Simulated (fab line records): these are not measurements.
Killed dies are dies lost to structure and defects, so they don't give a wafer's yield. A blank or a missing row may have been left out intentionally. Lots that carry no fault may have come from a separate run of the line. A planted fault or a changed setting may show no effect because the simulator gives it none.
Chamber matching -- flow berkeley cmos170 -- UCB170_V2_CMP_02 on cmp-01: 3 sister chambers
The step polishes SiO2. 6 wafers are shown with their chamber, then 5 later ones without.

EACH WAFER AND ITS CHAMBER
wafer,chamber,motor current A (A),retaining ring pressure frac
L566.1,3,19.8,1.004
L571.1,3,19.5,1.000
L573.3,0,15.8,0.994
L573.5,1,14.8,0.997
L579.1,0,15.2,0.993
L579.2,1,14.1,1.005

WAFERS WITHOUT THEIR CHAMBER
wafer,motor current A (A),retaining ring pressure frac
L579.3,20.6,1.005
L581.1,19.9,1.011
L581.5,19.6,1.002
L584.3,19.6,1.004
L584.4,15.7,0.997

EACH ONE'S CHAMBER
wafer,from the rows above,in truth
L579.3,3,3
L581.1,3,3
L581.5,3,3
L584.3,3,3
L584.4,0,0
Placed correctly: 5 of 5. Can't be placed from these rows: 0. 0 placed wrongly.
How it was worked out, from the rows above alone: a wafer's distance from a chamber is the root of the sum, over the readings, of the square of ((its reading less the chamber's mean) divided by the reading's scatter). If the next closest chamber is less than 2 further off than the closest, the wafer can't be placed; otherwise it belongs to the closest. For every chamber, the mean is computed from those of its wafers that are shown. How the scatter is found: for the shown wafers, subtract from each reading the mean of its chamber, square and add these, divide the total by (wafers less chambers), then take the root.
